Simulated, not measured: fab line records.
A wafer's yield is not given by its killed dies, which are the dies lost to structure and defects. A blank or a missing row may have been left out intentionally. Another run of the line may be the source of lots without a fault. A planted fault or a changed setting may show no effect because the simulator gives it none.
One fault through the eyes of 2 desks | flow berkeleyCmos170 | every desk sees just its own numbers, and what lay behind them comes last

== THE METROLOGY DESK ==
Lot by lot, what the gauges showed, no matter which tool ran the lot: averages of those sampled wafers that carry a number. If a lot's mean is further than 4 standard deviations from the usual mean, the lot is out of limits and carries the mark OUT (the distance appears in the brackets). Shown here are 7 of its 10 readings, the ones lying furthest out on some lot.
Columns: A = cdNm at UCB170_GATE_CD_MEAS_90, usual 350.6 nm; B = PLDD_OVL at UCB170_PLDD_OVL_MEAS_07, usual 3 nm; C = PLDD_TW at UCB170_PLDD_TW_MEAS_11, usual 1003; D = cdNm at UCB170_NLDD_CD_MEAS_06, usual 1200.1 nm; E = NLDD_OVL at UCB170_NLDD_OVL_MEAS_07, usual 1 nm; F = NLDD_TW at UCB170_NLDD_TW_MEAS_11, usual 2206; G = cdNm at UCB170_PSD_CD_MEAS_06, usual 1199.8 nm
lot  | first seen here | A     | B  | C    | D      | E  | F    | G
L341 | day 7 10:35     | 350.6 | 2  | 994  | 1199.4 | -2 | 2221 | 1203.2
L348 | day 8 05:58     | 354.4 | 2  | 1016 | 1197.5 | 2  | 2188 | 1202.3
L349 | day 9 09:11     | 352.5 | -4 | 1003 | 1200.5 | -7 | 2177 | 1196.9
L361 | day 10 11:02    | 348.8 | -0 | 995  | 1200.2 | 7  | 2234 | 1201.4
L358 | day 10 21:56    | 350.2 | 2  | 994  | 1199.8 | 7  | 2226 | 1201.3
L357 | day 10 22:15    | 348.9 | 7  | 1006 | 1201.2 | 8  | 2225 | 1199.4
L362 | day 11 08:13    | 350.2 | -3 | 1011 | 1199.6 | 1  | 2208 | 1201.3
Result from this desk: across the 7 lots, nothing is out of limits.

== DESK OF THE TOOL OWNER: implanter-04 ==
UCB170_PLDD_IMPLANT_08, tool's own readings: per-lot mean of the sampled wafers with a number, covering each lot this tool ran. If a lot's mean is further than 4 standard deviations from the usual mean, the lot is out of limits and carries the mark OUT (the distance appears in the brackets).
Columns: A = beamEnergyKeV at UCB170_PLDD_IMPLANT_08, usual 10.000; B = beamOnS at UCB170_PLDD_IMPLANT_08, usual 9.97 s
lot  | first seen here | A      | B
L341 | day 7 14:01     | 9.999  | 9.78
L349 | day 9 11:22     | 10.001 | 10.04
L361 | day 10 13:49    | 9.998  | 9.98
L358 | day 11 00:31    | 10.000 | 9.87
L362 | day 11 09:46    | 9.997  | 10.04
Result from this desk: across the 5 lots, nothing is out of limits.

== PUT TOGETHER ==
The metrology desk saw nothing out of limits.
The tool owner's desk saw nothing out of limits.

== WHAT HAD BEEN PUT IN BY THE SIMULATOR ==
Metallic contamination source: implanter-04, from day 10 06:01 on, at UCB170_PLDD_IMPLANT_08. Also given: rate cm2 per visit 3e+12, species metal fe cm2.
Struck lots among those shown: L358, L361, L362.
